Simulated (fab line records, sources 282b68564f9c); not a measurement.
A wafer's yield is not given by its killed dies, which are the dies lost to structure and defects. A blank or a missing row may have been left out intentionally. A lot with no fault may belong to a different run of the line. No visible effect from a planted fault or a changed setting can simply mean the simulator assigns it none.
What tool caused it?    flow rit_cmos    Sampling: 13 lots, 39 wafers, 4 of 202 route steps

## WHAT EACH GAUGE READ, for each wafer
RIT_NWELL_OVL_MEAS_06. Usual: NWELL_OVL gives 0.6 nm (standard deviation 1.4).
lot   measured     on          NWELL_OVL (nm)  flag
L552  day 1 21:33  overlay-02  2.7 0.7 1.7     
L553  day 2 02:25  overlay-02  2.2 2.6 2.2     
L556  day 2 19:42  overlay-01  1.4 0.8 0.0     
L558  day 3 04:21  overlay-02  0.7 -0.6 1.2    
L559  day 3 08:34  overlay-02  - - -           OFF
L565  day 4 14:58  overlay-02  1.6 1.9 1.5     
L568  day 5 11:31  overlay-02  -0.5 -1.4 -1.0  
L570  day 5 16:15  overlay-02  2.2 2.2 2.4     
L569  day 5 17:59  overlay-01  2.2 2.6 2.6     
L571  day 5 23:15  overlay-02  0.0 -0.2 0.4    
L572  day 6 04:15  overlay-01  -0.2 -0.8 0.2   
L573  day 6 07:53  overlay-01  0.4 -0.4 -0.7   
L574  day 6 16:50  overlay-02  2.3 -0.7 0.6    

RIT_NWELL_TW_MEAS_10. Usual: NWELL_TW gives 2144 (standard deviation 19).
lot   measured     on             NWELL_TW        flag
L552  day 1 22:14  film_metro-04  2157 2142 2156  
L553  day 2 03:02  film_metro-03  2153 2162 2164  
L556  day 2 20:19  film_metro-03  2166 2168 2154  
L558  day 3 04:58  film_metro-04  2153 2157 2153  
L559  day 3 09:10  film_metro-04  30 30 30        OFF
L565  day 4 15:34  film_metro-03  2154 2150 2157  
L568  day 5 12:07  film_metro-04  2142 2149 2134  
L570  day 5 16:52  film_metro-04  2142 2146 2133  
L569  day 5 18:45  film_metro-04  2136 2144 2135  
L571  day 5 23:52  film_metro-03  2165 2176 2162  
L572  day 6 05:01  film_metro-02  2122 2122 2122  
L573  day 6 08:31  film_metro-02  2100 2117 2116  
L574  day 6 17:26  film_metro-03  2151 2144 2141  

RIT_PWELL_TW_MEAS_10. Usual: PWELL_TW gives 948 (standard deviation 9.2).
lot   measured     on             PWELL_TW        flag
L552  day 1 23:47  film_metro-02  943 944 943     
L553  day 2 04:51  film_metro-04  951 944 951     
L556  day 2 21:52  film_metro-03  958 963 959     
L558  day 3 06:41  film_metro-04  954 956 958     
L559  day 3 10:50  film_metro-03  2226 2223 2218  OFF
L565  day 4 17:08  film_metro-03  955 953 961     
L568  day 5 13:48  film_metro-03  971 965 967     
L570  day 5 18:35  film_metro-02  933 935 933     
L569  day 5 20:25  film_metro-04  952 951 951     
L571  day 6 01:32  film_metro-03  952 951 951     
L572  day 6 06:34  film_metro-02  943 941 938     
L573  day 6 10:11  film_metro-03  955 957 951     
L574  day 6 18:59  film_metro-02  942 943 940     

## EACH LOT AND THE TOOL THAT RAN IT (in order: tool; ch and the chambers of the sampled wafers; start)
lot   RIT_NWELL_EXPOSE_03
L552  iline_stepper-01 ch 0, day 1 21:06
L553  iline_stepper-02 ch 0, day 2 02:00
L556  iline_stepper-02 ch 0, day 2 19:10
L558  iline_stepper-01 ch 0, day 3 03:55
L559  iline_stepper-01 ch 0, day 3 08:08
L565  iline_stepper-01 ch 0, day 4 14:31
L568  iline_stepper-02 ch 0, day 5 11:05
L570  iline_stepper-02 ch 0, day 5 15:49
L569  iline_stepper-02 ch 0, day 5 17:34
L571  iline_stepper-01 ch 0, day 5 22:46
L572  iline_stepper-01 ch 0, day 6 03:50
L573  iline_stepper-01 ch 0, day 6 07:30
L574  iline_stepper-02 ch 0, day 6 16:24
- RIT_NWELL_EXPOSE_03: exposes mask M2, target cd 43900 nm.

## AS READ BY THE TOOLS THEMSELVES (means over the sampled wafers that have a number; for cases with no such wafer, the mark the record gives instead)
The record holds no such reading with a usual standard deviation.

## THE ANSWER, worked out from the rows above alone
Rule: take the mean of a lot's wafers that have a number; if it is more than 3 standard deviations from the usual mean, the lot is off. A lot without any number at a reading at which 4 lots or more have one is off too. All remaining lots with rows at the step are treated as sound. Order of review: gauges by route order, followed by the tools' own readings, for which a lot's mean as printed above is used. The first step at which some lot is off is used, and at that step the reading that is off furthest; a lot without a number counts as furthest.
Off: L559, at RIT_NWELL_OVL_MEAS_06 (NWELL_OVL). Without a number there: L559.
If a tool, at a process step before that reading, ran all the lots that are off and no sound lot after the first of them, it fits. The gauges at RIT_NWELL_OVL_MEAS_06 aren't tried: what is off there is off at RIT_NWELL_TW_MEAS_10 too, on other tools, and a gauge's error can't cause that. None of those tried fits.

## WHAT THE SIMULATOR HAD PUT IN
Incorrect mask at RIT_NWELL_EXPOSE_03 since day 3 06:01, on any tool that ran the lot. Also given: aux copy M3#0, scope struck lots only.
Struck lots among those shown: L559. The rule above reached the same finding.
